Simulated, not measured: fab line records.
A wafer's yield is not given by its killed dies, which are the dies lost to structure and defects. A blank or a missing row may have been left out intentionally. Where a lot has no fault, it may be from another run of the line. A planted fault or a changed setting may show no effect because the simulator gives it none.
A single fault, viewed from 2 desks ; flow berkeley_cmos170 ; every desk sees just its own numbers, and what lay behind them comes last

## THE TOOL OWNER'S DESK: furnace-01
Per lot that ran on this tool, the mean of the sampled wafers carrying a number, from the tool's own readings at UCB170_SCREENOX_ANNEAL_03 (time 900 s). If a lot's mean is further than 4 standard deviations from the usual mean, the lot is out of limits and carries the mark OUT (the distance appears in the brackets).
Columns: A = zone_power_load_pct at UCB170_SCREENOX_ANNEAL_03, usual 28.4 %
lot;first seen here;A
L457;day 9 12:46;28.3
L458;day 9 21:07;28.6
L459;day 9 21:07;28.2
L460;day 9 21:07;28.5
Result from this desk: across the 4 lots, nothing is out of limits.

## AT THE METROLOGY DESK
What the gauges read for every lot (on any tool): the sampled wafers with a number, averaged. If a lot's mean is further than 4 standard deviations from the usual mean, the lot is out of limits and carries the mark OUT (the distance appears in the brackets). Shown here are 7 of its 11 readings, the ones lying furthest out on some lot.
Columns: A = FIELD_OXIDE_THK at UCB170_FIELD_THK_MEAS_02, usual 558 nm; B = FIELD_OXIDE_LEFT_1_THK at UCB170_FIELD_THK_MEAS_90, usual 441 nm; C = SCREENOX_OXIDE_THK at UCB170_SCREENOX_THK_MEAS_02, usual 14.21 nm; D = NVT_TW at UCB170_NVT_TW_MEAS_09, usual 520; E = PVT_OVL at UCB170_PVT_OVL_MEAS_06, usual 1 nm; F = FIELD_OXIDE_LEFT_2_THK at UCB170_FIELD_THK_MEAS_91, usual 353 nm; G = GATE_OXIDE_THK at UCB170_GATE_THK_MEAS_02, usual 6.59 nm
lot;first seen here;A;B;C;D;E;F;G
L446;day 5 19:47;543;425;14.74;529;-2;337;6.62
L447;day 6 03:39;528;411;14.19;527;16;323;6.44
L457;day 8 07:21;562;446;14.32;515;1;358;6.71
L459;day 8 17:02;570;453;14.14;522;5;364;6.69
L460;day 8 17:04;558;440;14.03;512;4;353;6.89
L458;day 8 17:05;558;441;14.01;525;3;353;6.69
L465;day 9 23:03;551;434;14.11;517;3;345;6.74
Result from this desk: across the 7 lots, nothing is out of limits.

## TAKEN TOGETHER
Nothing out of limits was seen by the tool owner's desk.
The metrology desk saw nothing out of limits.

## WHAT HAD BEEN PUT IN BY THE SIMULATOR
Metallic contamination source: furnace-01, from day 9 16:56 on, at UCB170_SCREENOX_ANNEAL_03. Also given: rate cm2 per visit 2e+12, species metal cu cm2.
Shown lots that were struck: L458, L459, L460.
